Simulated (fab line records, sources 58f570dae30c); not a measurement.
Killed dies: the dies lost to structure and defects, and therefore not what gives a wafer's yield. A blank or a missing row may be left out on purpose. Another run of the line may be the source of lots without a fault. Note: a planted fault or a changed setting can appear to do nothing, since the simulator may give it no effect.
Comparing a struck lot with a sound one :: flow berkeley cmos170 :: 14 out of 331 route steps
Sound: wafers L138.1, L138.2, L138.4. Struck: wafers L145.1, L145.4, L145.6. The cause comes at the end.
Each step with rows lists, per side, the tool, then ch with its chambers, then its first start. Under that, the readings that differ: sound wafers :: struck wafers :: difference of the means :: sigmas: that difference in standard deviations of wafers without a fault.
alike: readings whose means differ by less than 2 such deviations, and words and numbers that are the same on both sides. not compared: withheld readings, readings that some wafer has no value for, bounds like >300 that may hide the same value, and numbers for which the record gives no deviation and whose values overlap.
The two part at a step that has a row with sigmas, a row that says differs or no value, or rows on one side only. When numbers do not overlap yet have no deviation, they are printed without sigmas and do not part them. A reading missing from all wafers of one side parts the sides only when that side holds two or more wafers.

first, 1 step without rows for these wafers: UCB170_NSD_DEVELOP_05 (develop time 45 s).
UCB170_NSD_CD_MEAS_06: the cd target is 1200 nm.
  sound on cd sem-01 at day 7 00:07; struck on cd sem-02 at day 7 22:06
  alike: cd nm
UCB170_NSD_OVL_MEAS_07:
  sound on overlay-01 at day 7 00:14; struck on overlay-01 at day 7 22:13
  alike: NSD_OVL
after that, 1 step had no rows for these wafers: UCB170_NSD_IMPLANT_08.
UCB170_NSD_STRIP_09: strips in O2.
  sound on plasma asher-01 ch 0,1, day 7 00:25; struck on plasma asher-01 ch 0,1, day 7 22:24
  alike: drypump motor current A, oes product au, strip time to endpoint s
  not compared: rf hours counter h
UCB170_NSD_TW_MEAS_10:
  sound on film metro-04 at day 7 00:31; struck on film metro-03 at day 7 22:30
reading: NSD_TW
sound: 4243 4238 4244
struck: 4171 4169 4175
difference: -70
sigmas: -2
then, 4 steps without rows for these wafers: UCB170_NSD_CLEAN_11 (cleans in SPM, time 600 s); UCB170_BACKSIDE_HMDS_00 (prime time 60 s); UCB170_BACKSIDE_COAT_01 (resist thk 900 nm); UCB170_BACKSIDE_SOFTBAKE_02 (time 60 s).
UCB170_BACKSIDE_STRIP_03: strips in O2.
  sound on plasma asher-01 ch 0,1, day 7 01:12; struck on plasma asher-01 ch 0,1, day 7 23:20
  alike: drypump motor current A, oes product au, strip time to endpoint s
  not compared: rf hours counter h
then, 1 step without rows for these wafers: UCB170_BACKSIDE_CLEAN_04 (cleans in SPM, time 600 s).
UCB170_SDANNEAL_RTA_00: time 10 s.
  sound on rtp anneal-01 ch 0, day 7 01:28; struck on rtp anneal-01, day 7 23:41
  no value came back on the struck wafers for anneal temp c max, chamber o2 ppm, lamp power pct (%), wafer_temp_C_max; on the sound wafers anneal temp c max reads 904.6 904.5 902.6
UCB170_SDANNEAL_RTA_01: time 5 s.
  sound on rtp anneal-01 ch 0, day 7 01:32; struck on rtp anneal-01 ch 0, day 7 23:44
  alike: anneal temp c max, chamber o2 ppm, lamp power pct, wafer_temp_C_max

## WHERE THEY PART
At UCB170_NSD_TW_MEAS_10 first; at UCB170_SDANNEAL_RTA_00 last (within this record only). Later steps at which nothing parts them and some readings are alike: UCB170_SDANNEAL_RTA_01.

WHY: whatever the simulator had introduced
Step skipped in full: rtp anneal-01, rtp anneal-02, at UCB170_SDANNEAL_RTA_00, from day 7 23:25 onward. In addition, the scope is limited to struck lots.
